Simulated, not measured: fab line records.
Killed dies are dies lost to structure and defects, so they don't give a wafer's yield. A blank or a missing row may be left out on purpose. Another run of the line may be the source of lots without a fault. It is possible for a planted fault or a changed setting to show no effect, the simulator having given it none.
8D (eight disciplines) problem report, filled in by code | flow ritCmos | the parts of the form that need people (team, actions taken, sign-off) are left out

## 1. THE ISSUE
tiltDeg at RIT_PSD_IMPLANT_08 reads a mean of 8.746 degrees on 6 wafers of 2 lots; wafers without a fault read 6.999 degrees with a standard deviation of 0.018. That puts it +97 standard deviations away from the usual mean.
Earliest sighting: wafer L802.1 on implanter-02 at day 5 02:40. The record has a number at this step for 39 wafers belonging to 13 lots. The rule behind "out" and "out of limits": a value lying over 4 standard deviations away from the usual mean. All remaining wafers that have a number are taken as sound.

## 2. WHAT IT IS AND WHAT IT IS NOT
question                    | is                     | is not
which readings at this step | tiltDeg                | -
which lots                  | L802, L804             | L792, L793, L794, L795, L796, L797, L798, L808, L810, L812, L815
which wafers of those lots  | all that have a number | -
read on which tools         | implanter-02           | implanter-01, implanter-03
when                        | from day 5 02:40       | up to then (21 sound wafers); but 12 sound wafers of L808, L810, L812, L815 came after

## 3. THE SUSPECTS, EACH WITH WHAT RULES IT OUT
Counting: a tool at a process step up to the reading stays a suspect if it ran every lot that is out and no sound lot after the first of them.
- implanter-02 at RIT_PSD_IMPLANT_08: kept. Every lot that is out went through it, starting with L802 (day 5 02:40), and after that it ran no sound lot; the last sound lot it ran before then is L798 (day 4 06:41). Its own readings are out on those wafers: tiltDeg.
The count leaves implanter-02 at RIT_PSD_IMPLANT_08.

## 4. THE CAUSE (what the simulator had put in)
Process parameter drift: implanter-02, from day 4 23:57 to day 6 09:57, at RIT_PSD_IMPLANT_08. From 7, the setting tiltDeg moved by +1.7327. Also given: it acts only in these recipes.
This tool alone remained once counting was done.

## 5. THE CHAIN OF EFFECTS, in route order
Each row: a reading where the mean over the struck wafers with a number is more than 3 standard deviations away from the usual. Readings are gone through only where the record gives a usual standard deviation; hours: the median, over the lots, of the time from a lot's start at the first step in this table giving one to that lot's start at this step; sigmas: the change measured in usual standard deviations.
hours | step               | reading | usual         | on struck wafers | change | sigmas
0     | RIT_PSD_IMPLANT_08 | tiltDeg | 6.999 degrees | 8.746            | +1.747 | +97
It contains these process steps:
- RIT_PSD_IMPLANT_08
Readings that are blank on the struck wafers while sound wafers have them: PSD_RS at RIT_SDANNEAL_RS_MEAS_04.

## 6. WHAT WOULD HAVE CAUGHT IT SOONER
3 hours passed between the start of the fault at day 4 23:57 and the first reading out of limits in this record, taken at day 5 02:40.
